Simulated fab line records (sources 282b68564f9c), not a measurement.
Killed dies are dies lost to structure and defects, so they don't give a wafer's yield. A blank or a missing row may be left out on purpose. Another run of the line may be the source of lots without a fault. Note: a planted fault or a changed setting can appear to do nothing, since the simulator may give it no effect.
2 desks, one fault || flow ritCmos || every desk sees just its own numbers, and what lay behind them comes last

## METROLOGY DESK
Lot by lot, what the gauges showed, no matter which tool ran the lot: averages of those sampled wafers that carry a number. The brackets show how far a lot's mean lies from the usual mean; more than 4 standard deviations puts the lot out of limits, marked OUT.
Columns: A = PSD_TW at RIT_PSD_TW_MEAS_10, usual 3443; B = PSD_RS at RIT_SDANNEAL_RS_MEAS_04, usual 116.06 ohm/sq
{"lot": "L356", "first seen here": "day 3 16:46", "A": 3408, "B": 116.03}
{"lot": "L357", "first seen here": "day 3 16:53", "A": 3442, "B": 115.97}
{"lot": "L359", "first seen here": "day 4 03:59", "A": 3459, "B": 116.12}
{"lot": "L360", "first seen here": "day 4 07:59", "A": 3428, "B": 115.92}
{"lot": "L361", "first seen here": "day 4 10:34", "A": 3442, "B": 116.20}
{"lot": "L362", "first seen here": "day 4 14:47", "A": 3450, "B": 115.95}
{"lot": "L367", "first seen here": "day 6 06:15", "A": "3579 (+6.5) OUT", "B": "110.27 (-20) OUT"}
{"lot": "L368", "first seen here": "day 6 12:02", "A": "3570 (+6.0) OUT", "B": "110.87 (-18) OUT"}
{"lot": "L370", "first seen here": "day 6 15:24", "A": 3431, "B": 115.98}
{"lot": "L373", "first seen here": "day 7 06:32", "A": 3471, "B": 116.35}
{"lot": "L374", "first seen here": "day 7 11:16", "A": 3412, "B": 116.38}
{"lot": "L376", "first seen here": "day 7 18:29", "A": 3415, "B": 115.67}
{"lot": "L377", "first seen here": "day 7 23:43", "A": 3459, "B": 116.26}
{"lot": "L378", "first seen here": "day 8 02:19", "A": 3461, "B": 115.85}
Per this desk, out of limits: L367, L368; the first was L367, day 6 06:15 (PSD_TW at RIT_PSD_TW_MEAS_10). In limits: L356, L357, L359, L360, L361, L362, L370, L373, L374, L376, L377, L378.

## FOR THE TOOL OWNER'S DESK: implanter-02
For each lot that ran on this tool, the mean over its sampled wafers that have a number, from the tool's own readings at RIT_PSD_IMPLANT_08. The brackets show how far a lot's mean lies from the usual mean; more than 4 standard deviations puts the lot out of limits, marked OUT.
Columns: A = beamOnS at RIT_PSD_IMPLANT_08, usual 13.3 s; B = doseIonsCm2 at RIT_PSD_IMPLANT_08, usual 5.001e+15; C = endStationPressureTorr at RIT_PSD_IMPLANT_08, usual 1.38e-05 Torr; D = tiltDeg at RIT_PSD_IMPLANT_08, usual 7.000 degrees
{"lot": "L356", "first seen here": "day 3 16:27", "A": 12.9, "B": 4.996e+15, "C": 1.36e-05, "D": 6.970}
{"lot": "L359", "first seen here": "day 4 03:39", "A": 12.8, "B": 4.995e+15, "C": 1.43e-05, "D": 6.999}
{"lot": "L360", "first seen here": "day 4 07:40", "A": 12.6, "B": 4.999e+15, "C": 1.47e-05, "D": 7.008}
{"lot": "L361", "first seen here": "day 4 10:17", "A": 12.8, "B": 5.002e+15, "C": 1.45e-05, "D": 7.019}
{"lot": "L362", "first seen here": "day 4 14:29", "A": 12.7, "B": 4.995e+15, "C": 1.43e-05, "D": 6.987}
{"lot": "L367", "first seen here": "day 6 05:55", "A": "20.9 (+9.7) OUT", "B": "8.004e+15 (+99 or more) OUT", "C": 1.29e-05, "D": 6.996}
{"lot": "L368", "first seen here": "day 6 11:34", "A": "20.4 (+9.1) OUT", "B": "7.996e+15 (+99 or more) OUT", "C": 1.25e-05, "D": 6.997}
This desk finds L367, L368 out of limits, L367 being first, at day 6 05:55 (beamOnS at RIT_PSD_IMPLANT_08). In limits: L356, L359, L360, L361, L362.

## BROUGHT TOGETHER
At day 6 05:55, on L367, L368, the tool owner's desk was in a position to raise an alarm.
The metrology desk could have raised an alarm at day 6 06:15, on L367, L368.
The lots listed all ran RIT_PSD_IMPLANT_08 on implanter-02.

## WHAT HAD BEEN PUT IN BY THE SIMULATOR
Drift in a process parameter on implanter-02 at RIT_PSD_IMPLANT_08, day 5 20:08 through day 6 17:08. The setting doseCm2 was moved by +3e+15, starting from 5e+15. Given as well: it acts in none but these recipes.
Shown lots that were struck: L367, L368.
Delay (hours) between the fault's onset and each desk's first out-of-limits reading: 10 at the tool owner's desk, 10 at the metrology desk.
